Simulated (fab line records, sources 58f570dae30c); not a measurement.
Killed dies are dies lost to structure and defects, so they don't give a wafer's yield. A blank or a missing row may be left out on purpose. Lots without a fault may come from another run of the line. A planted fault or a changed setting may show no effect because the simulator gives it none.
Which tool did it? | flow berkeley_cmos170 | 14 lots, 42 wafers sampled, at 5 steps of a route of 331

WHAT THE GAUGES READ, wafer by wafer
UCB170_NLDD_OVL_MEAS_07. Usual: NLDD_OVL 1 nm, standard deviation 6.1.
lot  | measured     | on         | NLDD_OVL (nm) | flag
L717 | day 7 22:06  | overlay-01 | -3 4 1        |
L719 | day 8 10:28  | overlay-02 | -9 -4 -12     |
L721 | day 8 10:45  | overlay-01 | -1 -2 -3      |
L722 | day 8 11:02  | overlay-01 | 9 1 8         |
L720 | day 8 11:19  | overlay-01 | -13 -5 1      |
L724 | day 8 23:02  | overlay-02 | 6 -1 9        |
L723 | day 8 23:50  | overlay-02 | 3 4 1         |
L726 | day 9 16:17  | overlay-01 | 1 4 -1        |
L728 | day 10 06:17 | overlay-01 | 0 -4 -13      |
L734 | day 11 07:44 | overlay-01 | 0 -4 -4       |
L733 | day 11 07:51 | overlay-02 | 2 0 4         |
L735 | day 11 09:18 | overlay-02 | -10 -9 0      |
L736 | day 11 21:38 | overlay-01 | 2 3 4         |
L738 | day 12 08:01 | overlay-02 | -4 0 -4       |

UCB170_SPACER_THK_MEAS_01. Usual: SPACER_TEOS_THK 378 nm, standard deviation 5.8.
lot  | measured     | on            | SPACER_TEOS_THK (nm) | flag
L717 | day 8 01:23  | film_metro-01 | 371 380 374          |
L719 | day 8 14:06  | film_metro-03 | 381 382 385          |
L721 | day 8 14:06  | film_metro-01 | 383 372 383          |
L722 | day 8 14:07  | film_metro-02 | 377 370 375          |
L720 | day 8 14:10  | film_metro-01 | 377 376 371          |
L724 | day 8 23:44  | film_metro-01 | 374 377 382          |
L723 | day 9 00:35  | film_metro-02 | 377 379 384          |
L726 | day 9 17:26  | film_metro-02 | 375 392 388          |
L728 | day 10 07:01 | film_metro-02 | 375 379 377          |
L734 | day 11 08:26 | film_metro-03 | 378 377 384          |
L733 | day 11 08:34 | film_metro-02 | 372 377 369          |
L735 | day 11 10:01 | film_metro-01 | 374 375 378          |
L736 | day 11 22:21 | film_metro-01 | 377 380 384          |
L738 | day 12 08:46 | film_metro-03 | 375 369 372          |

UCB170_NSD_CD_MEAS_06: target cd 1200 nm. Usual: cd_nm 1199.4 nm, standard deviation 1.6.
lot  | measured     | on        | cd_nm (nm)           | flag
L717 | day 8 11:13  | cd_sem-01 | 1199.4 1200.1 1200.4 |
L719 | day 8 22:33  | cd_sem-02 | 1198.0 1197.6 1196.9 |
L721 | day 8 23:44  | cd_sem-01 | 1198.7 1199.9 1199.5 |
L722 | day 8 23:28  | cd_sem-02 | 1199.3 1201.1 1199.2 |
L720 | day 8 22:38  | cd_sem-01 | 1200.7 1200.7 1200.5 |
L724 | day 9 10:04  | cd_sem-02 | 1198.2 1197.0 1196.6 |
L723 | day 9 09:43  | cd_sem-02 | 1200.1 1200.9 1201.3 |
L726 | day 10 01:24 | cd_sem-02 | 1200.2 1199.5 1198.1 |
L728 | day 10 15:46 | cd_sem-01 | 1199.6 1199.9 1200.5 |
L734 | day 11 18:21 | cd_sem-01 | 1191.1 1190.0 1190.5 | OFF
L733 | day 11 18:55 | cd_sem-01 | 1193.7 1193.0 1192.9 | OFF
L735 | day 11 18:40 | cd_sem-01 | 1200.2 1201.1 1201.2 |
L736 | day 12 06:25 | cd_sem-02 | 1197.0 1197.3 1196.8 |
L738 | day 12 19:26 | cd_sem-01 | 1197.0 1197.3 1197.2 |

UCB170_NSD_TW_MEAS_10. Usual: NSD_TW 4176, standard deviation 43.
lot  | measured     | on            | NSD_TW         | flag
L717 | day 8 11:36  | film_metro-03 | 4144 4111 4116 |
L719 | day 8 22:58  | film_metro-03 | 4117 4114 4134 |
L721 | day 9 00:08  | film_metro-04 | 4230 4218 4228 |
L722 | day 8 23:52  | film_metro-04 | 4199 4198 4196 |
L720 | day 8 23:02  | film_metro-02 | 4176 4174 4182 |
L724 | day 9 10:28  | film_metro-02 | 4205 4230 4229 |
L723 | day 9 10:06  | film_metro-04 | 4193 4204 4211 |
L726 | day 10 01:48 | film_metro-02 | 4219 4224 4198 |
L728 | day 10 16:10 | film_metro-02 | 4210 4223 4224 |
L734 | day 11 18:46 | film_metro-04 | 4174 4197 4199 |
L733 | day 11 19:19 | film_metro-04 | 4188 4188 4203 |
L735 | day 11 19:04 | film_metro-02 | 4150 4159 4175 |
L736 | day 12 06:50 | film_metro-03 | 4111 4121 4099 |
L738 | day 12 19:50 | film_metro-03 | 4109 4086 4080 |

WHICH TOOL RAN EACH LOT (tool, then ch and the chambers of the sampled wafers, then the start)
lot  | UCB170_NSD_PEB_04
L717 | litho_track-02 ch 0, day 8 10:57
L719 | litho_track-03 ch 0, day 8 22:16
L721 | litho_track-04 ch 0, day 8 23:27
L722 | litho_track-04 ch 0, day 8 23:12
L720 | litho_track-04 ch 0, day 8 22:21
L724 | litho_track-04 ch 0, day 9 09:47
L723 | litho_track-03 ch 0, day 9 09:26
L726 | litho_track-04 ch 0, day 10 01:08
L728 | litho_track-04 ch 0, day 10 15:29
L734 | litho_track-03 ch 0, day 11 18:05
L733 | litho_track-03 ch 0, day 11 18:38
L735 | litho_track-04 ch 0, day 11 18:23
L736 | litho_track-02 ch 0, day 12 06:09
L738 | litho_track-02 ch 0, day 12 19:10
- UCB170_NSD_PEB_04

WHAT THE TOOLS THEMSELVES READ (means of the sampled wafers that have a number; where no wafer has one, the mark that the record gives instead)
UCB170_NSD_PEB_04. Usual: heater_power_total_W 56.80 W, standard deviation 0.046.
lot  | tool           | heater_power_total_W (W) | flag
L717 | litho_track-02 | 56.80                    |
L719 | litho_track-03 | 56.82                    |
L721 | litho_track-04 | 56.80                    |
L722 | litho_track-04 | 56.78                    |
L720 | litho_track-04 | 56.78                    |
L724 | litho_track-04 | 56.84                    |
L723 | litho_track-03 | 56.84                    |
L726 | litho_track-04 | 56.80                    |
L728 | litho_track-04 | 56.84                    |
L734 | litho_track-03 | 59.24                    | OFF
L733 | litho_track-03 | 59.19                    | OFF
L735 | litho_track-04 | 56.80                    |
L736 | litho_track-02 | 56.85                    |
L738 | litho_track-02 | 56.81                    |

THE ANSWER, worked out from the rows above alone
Rule: a lot is off if the mean of its wafers that have a number lies more than 3 standard deviations from the usual mean. A lot without any number at a reading at which 4 lots or more have one is off too. The other lots that the step has rows for count as sound. The gauges are gone through in route order, then the tools' own readings, and for those a lot's mean is taken as printed above. The first step at which some lot is off is used, and at that step the reading that is off furthest; a lot without a number counts as furthest.
Off: L734, L733, at UCB170_NSD_CD_MEAS_06 (cd_nm).
A tool fits if, at a process step before that reading, it ran every lot that is off, and no sound lot after the first of them. The gauges at UCB170_NSD_CD_MEAS_06 aren't tried: what is off there is off at UCB170_NSD_PEB_04 too, on other tools, and a gauge's error can't cause that. One fits: litho_track-03 at UCB170_NSD_PEB_04. Its last sound lot is L723 (day 9 09:26), its first lot that is off L734 (day 11 18:05): a fault that began between those two fits.
The tool's own readings at UCB170_NSD_PEB_04 bear it out: on the lots that are off they differ by more than 5 times the standard deviation of the sound lots' means. heater_power_total_W reads 59.22 W there against 56.81 W on the sound lots.

WHAT THE SIMULATOR HAD PUT IN
Process parameter drift: litho_track-03, from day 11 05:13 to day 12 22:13, at UCB170_NSD_PEB_04. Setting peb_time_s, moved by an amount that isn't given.
Lots struck among those shown: L734, L733. The rule above found the same.
